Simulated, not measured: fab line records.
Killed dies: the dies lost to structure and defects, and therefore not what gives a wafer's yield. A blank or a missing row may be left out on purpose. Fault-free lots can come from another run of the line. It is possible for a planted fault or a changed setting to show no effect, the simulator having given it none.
One fault seen from 2 desks || flow rit-cmos || only its own numbers are on each desk; what lay behind them is given at the end

== FOR THE TOOL OWNER'S DESK: rtp-anneal-01 ==
The tool's own readings at RIT_SDANNEAL_RTA_03 (time 5 s): means of the sampled wafers that have a number, for each lot that ran on this tool. The brackets show how far a lot's mean lies from the usual mean; more than 4 standard deviations puts the lot out of limits, marked OUT.
Columns: A = chamber-o2-ppm at RIT_SDANNEAL_RTA_03, usual 2.001; B = wafer_temp_C_max at RIT_SDANNEAL_RTA_03, usual 1053.7
{"lot": "L901", "first seen here": "day 4 03:28", "A": 1.986, "B": 1054.9}
{"lot": "L903", "first seen here": "day 4 13:29", "A": 1.984, "B": 1055.2}
{"lot": "L915", "first seen here": "day 7 07:16", "A": 2.034, "B": 1053.0}
{"lot": "L917", "first seen here": "day 7 19:34", "A": 2.025, "B": 1052.8}
{"lot": "L919", "first seen here": "day 8 08:47", "A": 2.022, "B": 1053.4}
Result from this desk: across the 5 lots, nothing is out of limits.

== AT THE METROLOGY DESK ==
What the gauges read, lot by lot, whatever tool the lot ran on: means of the sampled wafers that have a number. The brackets show how far a lot's mean lies from the usual mean; more than 4 standard deviations puts the lot out of limits, marked OUT.
Columns: A = NWELL_TW at RIT_NWELL_TW_MEAS_10, usual 2138; B = PWELL_TW at RIT_PWELL_TW_MEAS_10, usual 947; C = PSD_RS at RIT_SDANNEAL_RS_MEAS_04, usual 115.92 ohm/sq; D = PLDD_RS at RIT_SDANNEAL_RS_MEAS_06, usual 176.9 ohm/sq
{"lot": "L896", "first seen here": "day 1 21:01", "A": 2141, "B": 952, "C": 116.22, "D": 177.4}
{"lot": "L898", "first seen here": "day 2 07:46", "A": 2119, "B": 944, "C": 116.22, "D": 177.9}
{"lot": "L900", "first seen here": "day 2 17:35", "A": 2114, "B": 939, "C": 115.99, "D": 177.4}
{"lot": "L901", "first seen here": "day 2 21:50", "A": 2118, "B": 954, "C": "113.70 (-8.6) OUT", "D": "174.6 (-4.7) OUT"}
{"lot": "L902", "first seen here": "day 3 02:53", "A": 2138, "B": 955, "C": 116.06, "D": 176.3}
{"lot": "L903", "first seen here": "day 3 09:12", "A": 2150, "B": 952, "C": "113.86 (-7.9) OUT", "D": 175.2}
{"lot": "L908", "first seen here": "day 4 10:05", "A": 2138, "B": 949, "C": 115.65, "D": 176.2}
{"lot": "L910", "first seen here": "day 4 19:43", "A": 2137, "B": 945, "C": 115.85, "D": 176.9}
{"lot": "L912", "first seen here": "day 5 06:29", "A": 2120, "B": 937, "C": 115.99, "D": 176.6}
{"lot": "L914", "first seen here": "day 5 16:01", "A": 2155, "B": 949, "C": 115.67, "D": 176.7}
{"lot": "L915", "first seen here": "day 5 21:17", "A": 2118, "B": 945, "C": 116.18, "D": 177.7}
{"lot": "L916", "first seen here": "day 6 02:28", "A": 2151, "B": 947, "C": 115.89, "D": 176.8}
{"lot": "L917", "first seen here": "day 6 07:37", "A": 2134, "B": 944, "C": 116.10, "D": 177.0}
{"lot": "L919", "first seen here": "day 6 19:40", "A": 2145, "B": 943, "C": 115.79, "D": 177.5}
This desk's finding: out of limits on L901, L903; first on L901, day 4 03:33 (PSD_RS at RIT_SDANNEAL_RS_MEAS_04). Within limits: L896, L898, L900, L902, L908, L910, L912, L914, L915, L916, L917, L919.

== TAKEN TOGETHER ==
Metrology desk: alarm possible at day 4 03:33 on L901, L903.
The desk of the tool owner found nothing out of limits.
The tool owner's desk has L901, L903 on record, within its limits.
All the named lots went through RIT_SDANNEAL_RTA_03 on rtp-anneal-01.

== WHAT HAD BEEN PUT IN BY THE SIMULATOR ==
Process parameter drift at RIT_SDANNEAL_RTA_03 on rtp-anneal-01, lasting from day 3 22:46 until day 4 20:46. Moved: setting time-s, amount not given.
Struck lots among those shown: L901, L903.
Hours from the fault's start to each desk's first reading out of limits: the metrology desk, 5.
